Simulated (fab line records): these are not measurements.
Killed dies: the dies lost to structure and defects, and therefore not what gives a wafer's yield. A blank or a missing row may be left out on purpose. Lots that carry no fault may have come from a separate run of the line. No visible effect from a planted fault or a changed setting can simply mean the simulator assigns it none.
Problem report in the 8D (eight disciplines) form, filled by code	flow berkeleyCmos170	the parts of the form that need people (team, actions taken, sign-off) are left out

## 1. THE ISSUE
exposureDoseMJCm2 at UCB170_V2_EXPOSE_09 reads a mean of 36.80 on 3 wafers of 1 lot; wafers without a fault read 37.00 with a standard deviation of 0.039. Relative to the usual mean, that is a shift of -5.2 standard deviations.
The step: exposes mask VIA2, target cd 700 nm.
First seen on wafer L682.4, day 10 06:37, on krfScanner-01. The record has a number at this step for 39 wafers belonging to 13 lots. Rule for "out" (also "out of limits"): further than 4 standard deviations from the usual mean. The rest of the wafers with a number are treated as sound.

## 2. WHAT IT IS AND WHAT IT IS NOT
question	is	is not
which readings at this step	exposureDoseMJCm2	stageVelMmS
which lots	L682	L669, L670, L671, L672, L673, L674, L676, L677, L678, L679, L688, L691
which wafers of those lots	all that have a number	-
read on which tools	krfScanner-01	krfScanner-02
when	from day 10 06:37	up to then (30 sound wafers); but 6 sound wafers of L688, L691 came after

## 3. SUSPECTS, AND WHAT RULES EACH OUT
Counting: any tool at a process step up to the reading is kept as a suspect provided that every lot that is out went through it and no sound lot did after the first of them.
- plasmaAsher-01 at UCB170_M2_STRIP_07 (strips in O2): ruled out as a lasting fault. Sound lots L691 ran on it after its first lot that is out, L682 (day 10 03:08).
- krfScanner-01 at UCB170_V2_EXPOSE_09 (exposes mask VIA2, target cd 700 nm): kept. It ran the lot that is out, L682 (day 10 06:37), and no sound lot after that; its last sound lot up to then is L677 (day 9 14:54). Out on those wafers are its own readings of exposureDoseMJCm2.
Remaining after the count: krfScanner-01 at UCB170_V2_EXPOSE_09.

## 4. THE CAUSE (what the simulator had put in)
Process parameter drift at UCB170_V2_EXPOSE_09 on krfScanner-01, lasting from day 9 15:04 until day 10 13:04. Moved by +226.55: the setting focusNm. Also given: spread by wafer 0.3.
After counting, this tool was the only one left.

## 5. SEQUENCE OF EFFECTS, ordered by route
Each row: a reading where the mean over the struck wafers with a number is more than 3 standard deviations away from the usual. Only readings whose record carries a usual standard deviation are examined. hours: median over the lots of the time between each lot's start at the first step of this table that gives one and its start at this step. sigmas: the change, counted in usual standard deviations.
hours	step	reading	usual	on struck wafers	change	sigmas
0	UCB170_V2_EXPOSE_09	exposureDoseMJCm2	37.00	36.80	-0.20	-5.2
The process steps in it:
- UCB170_V2_EXPOSE_09: exposes mask VIA2, target cd 700 nm.

## 6. WHAT WOULD HAVE CAUGHT IT SOONER
In this record the first reading out of limits was taken at day 10 06:37, 16 hours after the fault began at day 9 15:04.
